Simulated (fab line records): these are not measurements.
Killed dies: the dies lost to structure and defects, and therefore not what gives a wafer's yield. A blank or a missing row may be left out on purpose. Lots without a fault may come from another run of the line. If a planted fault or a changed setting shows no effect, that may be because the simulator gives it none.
What tool caused it? + flow berkeleyCmos170 + 14 lots with 42 wafers sampled at 2 steps, on a route of 331 steps

== WHAT THE GAUGES READ, wafer by wafer ==
UCB170_FIELD_THK_MEAS_91. Usual: for FIELD_OXIDE_LEFT_2_THK the level is 353 nm and the standard deviation is 13.
| lot  | measured     | on           | FIELD_OXIDE_LEFT_2_THK (nm) | flag |
|------|--------------|--------------|-----------------------------|------|
| L380 | day 6 07:16  | filmMetro-01 | 369 360 374                 |      |
| L381 | day 6 06:45  | filmMetro-03 | 367 367 367                 |      |
| L383 | day 6 13:22  | filmMetro-03 | 339 340 345                 |      |
| L382 | day 6 13:29  | filmMetro-01 | 345 349 352                 |      |
| L384 | day 6 13:19  | filmMetro-01 | 354 351 354                 |      |
| L385 | day 7 02:07  | filmMetro-01 | 361 360 364                 |      |
| L386 | day 7 01:50  | filmMetro-04 | 361 361 364                 |      |
| L394 | day 9 02:59  | filmMetro-01 | 363 360 370                 |      |
| L393 | day 9 02:46  | filmMetro-01 | 371 380 376                 |      |
| L396 | day 9 18:22  | filmMetro-03 | 347 339 338                 |      |
| L398 | day 10 10:17 | filmMetro-03 | 364 367 360                 |      |
| L400 | day 10 09:25 | filmMetro-03 | 333 332 335                 |      |
| L402 | day 11 00:40 | filmMetro-01 | 331 334 339                 |      |
| L401 | day 11 01:11 | filmMetro-01 | 343 349 357                 |      |

== WHICH TOOL RAN EACH LOT (tool, then ch and the chambers of the sampled wafers, then the start) ==
| lot  | UCB170_NWELL_IMPLANT_14        |
|------|--------------------------------|
| L380 | implanter-04 ch 0, day 2 15:07 |
| L381 | implanter-04 ch 0, day 2 19:13 |
| L383 | implanter-03 ch 0, day 3 02:03 |
| L382 | implanter-01 ch 0, day 3 02:19 |
| L384 | implanter-04 ch 0, day 3 14:52 |
| L385 | implanter-03 ch 0, day 3 15:23 |
| L386 | implanter-04 ch 0, day 3 21:56 |
| L394 | implanter-03 ch 0, day 5 05:17 |
| L393 | implanter-03 ch 0, day 5 05:32 |
| L396 | implanter-01 ch 0, day 6 00:05 |
| L398 | implanter-01 ch 0, day 6 11:08 |
| L400 | implanter-04 ch 0, day 6 19:02 |
| L402 | implanter-03 ch 0, day 7 03:43 |
| L401 | implanter-04 ch 0, day 7 04:20 |
- UCB170_NWELL_IMPLANT_14

== WHAT THE TOOLS THEMSELVES READ (means of the sampled wafers that have a number; where no wafer has one, the mark that the record gives instead) ==
UCB170_NWELL_IMPLANT_14. Usual: tiltDeg 6.998 degrees, standard deviation 0.018.
| lot  | tool         | tiltDeg (degrees) | flag |
|------|--------------|-------------------|------|
| L380 | implanter-04 | 6.982             |      |
| L381 | implanter-04 | 6.993             |      |
| L383 | implanter-03 | 6.991             |      |
| L382 | implanter-01 | 7.004             |      |
| L384 | implanter-04 | 7.656             | OFF  |
| L385 | implanter-03 | 6.996             |      |
| L386 | implanter-04 | 7.686             | OFF  |
| L394 | implanter-03 | 7.005             |      |
| L393 | implanter-03 | 6.985             |      |
| L396 | implanter-01 | 6.973             |      |
| L398 | implanter-01 | 6.997             |      |
| L400 | implanter-04 | 7.004             |      |
| L402 | implanter-03 | 6.996             |      |
| L401 | implanter-04 | 6.988             |      |

== THE ANSWER, worked out from the rows above alone ==
Rule: a lot counts as off when the mean over its wafers that have a number is more than 3 standard deviations away from the usual mean. A lot without any number at a reading at which 4 lots or more have one is off too. All remaining lots with rows at the step are treated as sound. Order of review: gauges by route order, followed by the tools' own readings, for which a lot's mean as printed above is used. At the first step where some lot is off, the reading lying furthest off is the one used; lots without a number count as furthest.
Off at UCB170_NWELL_IMPLANT_14 (tiltDeg): L384, L386.
A tool fits if, at that step or a process step before it, it ran every lot that is off, and no sound lot after the first of them. No candidate that was tried fits.

== WHAT WAS PUT IN BY THE SIMULATOR ==
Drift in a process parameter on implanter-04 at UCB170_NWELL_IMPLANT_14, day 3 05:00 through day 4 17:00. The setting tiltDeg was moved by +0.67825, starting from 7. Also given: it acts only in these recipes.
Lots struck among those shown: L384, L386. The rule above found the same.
